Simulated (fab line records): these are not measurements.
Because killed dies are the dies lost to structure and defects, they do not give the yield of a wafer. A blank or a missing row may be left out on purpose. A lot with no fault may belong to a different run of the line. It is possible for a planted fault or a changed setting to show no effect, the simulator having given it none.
A struck lot beside a sound one	flow rit_cmos	43 steps out of a route of 202
Sound: these wafers, L919.2, L919.3, L919.5. Struck: wafer L930.4 (left out: L930.3, L930.6 of the same lot, which were not struck); the cause appears at the end.
At each step with rows: each side's tool, then ch and its chambers, then its first start. Under that, the readings that differ: sound wafers	struck wafers	difference of the means	sigmas: that difference in standard deviations of wafers without a fault.
alike: readings with means less than 2 such deviations apart, plus words and numbers identical on both sides. not compared: withheld readings, readings lacking a value on some wafer, bounds such as >300 that could conceal the same value, and numbers that have no deviation in the record and whose values overlap.
Wherever a step has rows on one side only, a row that says differs or no value, or a row with sigmas, the two part there. Numbers that don't overlap but have no deviation are shown without sigmas and don't part them. A reading missing from all wafers of one side parts the sides only when that side holds two or more wafers.

first, 1 step without rows for these wafers: RIT_WELLDRIVE_ANNEAL_00 (time 14700 s).
RIT_WELLDRIVE_RS_MEAS_01: measures by four-point-probe.
  sound on film_metro-02 at day 2 06:39; struck on film_metro-02 at day 4 14:19
reading	sound	struck	difference	sigmas
NWELL_RS (ohm/sq)	277.0 276.1 276.6	274.6	-2.0	-2
RIT_WELLDRIVE_RS_MEAS_02: measures by four-point-probe.
  sound on film_metro-02 at day 2 06:46; struck on film_metro-02 at day 4 14:26
  alike: PWELL_RS
then, 6 steps without rows for these wafers: RIT_NRETRO_HMDS_00 (prime time 60 s); RIT_NRETRO_COAT_01 (resist thk 1300 nm); RIT_NRETRO_SOFTBAKE_02 (time 60 s); RIT_NRETRO_EXPOSE_03 (exposes mask M4, target cd 43900 nm); RIT_NRETRO_PEB_04; RIT_NRETRO_DEVELOP_05 (develop time 68 s).
RIT_NRETRO_OVL_MEAS_06:
  sound on overlay-01 at day 2 07:46; struck on overlay-02 at day 4 15:24
  alike: NRETRO_OVL
then, 2 steps without rows for these wafers: RIT_NRETRO_HARDBAKE_07 (time 120 s); RIT_NRETRO_IMPLANT_08.
RIT_NRETRO_STRIP_09: strips in O2, time 180 s.
  sound on plasma_asher-04 ch 0, day 2 08:24; struck on plasma_asher-03 ch 0, day 4 15:53
  alike: drypump_motor_current_A
  not compared: rf_hours_counter_h
RIT_NRETRO_TW_MEAS_10:
  sound on film_metro-01 at day 2 08:35; struck on film_metro-01 at day 4 16:01
  alike: NRETRO_TW
then, 6 steps without rows for these wafers: RIT_PRETRO_HMDS_00 (prime time 60 s); RIT_PRETRO_COAT_01 (resist thk 1300 nm); RIT_PRETRO_SOFTBAKE_02 (time 60 s); RIT_PRETRO_EXPOSE_03 (exposes mask M5, target cd 43700 nm); RIT_PRETRO_PEB_04; RIT_PRETRO_DEVELOP_05 (develop time 68 s).
RIT_PRETRO_OVL_MEAS_06:
  sound on overlay-02 at day 2 09:34; struck on overlay-01 at day 4 17:05
reading	sound	struck	difference	sigmas
PRETRO_OVL (nm)	-3.7 -3.0 -4.0	-0.1	+3.5	+2
then, 2 steps without rows for these wafers: RIT_PRETRO_HARDBAKE_07 (time 120 s); RIT_PRETRO_IMPLANT_08.
RIT_PRETRO_STRIP_09: strips in O2, time 180 s.
  sound on plasma_asher-03 ch 0,1, day 2 09:59; struck on plasma_asher-03 ch 0, day 4 17:34
  alike: drypump_motor_current_A
  not compared: rf_hours_counter_h
RIT_PRETRO_TW_MEAS_10:
  sound on film_metro-01 at day 2 10:10; struck on film_metro-03 at day 4 17:42
  alike: PRETRO_TW
then, 5 steps without rows for these wafers: RIT_GATE_WET_ETCH_00 (etches SiO2 in BOE, target depth 56 nm, time 60 s); RIT_GATE_CLEAN_01 (cleans in SC1, time 600 s); RIT_GATE_CLEAN_02 (cleans in dHF, time 30 s); RIT_GATE_CLEAN_03 (cleans in SC2, time 600 s); RIT_GATE_CLEAN_04 (cleans in dHF, time 60 s).
RIT_FOX2_THK_MEAS_91:
  sound on film_metro-03 at day 2 10:39; struck on film_metro-02 at day 4 18:11
reading	sound	struck	difference	sigmas
FIELD_OXIDE_LEFT_2_THK (nm)	246 248 245	266	+20	+3
then, 2 steps without rows for these wafers: RIT_GATE_OXIDATION_05 (target thk 3 nm, ox time 270 s); RIT_GATE_ANNEAL_06 (time 600 s).
RIT_GATE_THK_MEAS_07:
  sound on film_metro-03 at day 2 12:02; struck on film_metro-03 at day 4 23:07
  alike: GATE_OXIDE_THK
then, 1 step without rows for these wafers: RIT_GATE_CVD_08 (deposits poly-Si from SiH4, target thk 250 nm, time 2220 s).
RIT_GATE_THK_MEAS_09:
  sound on film_metro-02 at day 2 13:59; struck on film_metro-04 at day 5 00:47
reading	sound	struck	difference	sigmas
GATE_POLY_THK (nm)	255.5 254.6 255.8	249.5	-5.8	-3
then, 6 steps without rows for these wafers: RIT_GATE_HMDS_10 (prime time 60 s); RIT_GATE_COAT_11 (resist thk 856 nm); RIT_GATE_SOFTBAKE_12 (time 60 s); RIT_GATE_EXPOSE_13 (exposes mask M6, target cd 150 nm); RIT_GATE_PEB_14; RIT_GATE_DEVELOP_15 (develop time 50 s).
RIT_M1_PROBE_99:
  the record has rows for the struck wafers here (prober-01, day 5 22:45) and none for the sound ones

WHERE THEY PART
Last at RIT_M1_PROBE_99 as far as this record goes, first at RIT_WELLDRIVE_RS_MEAS_01.

WHY: the cause the simulator had injected
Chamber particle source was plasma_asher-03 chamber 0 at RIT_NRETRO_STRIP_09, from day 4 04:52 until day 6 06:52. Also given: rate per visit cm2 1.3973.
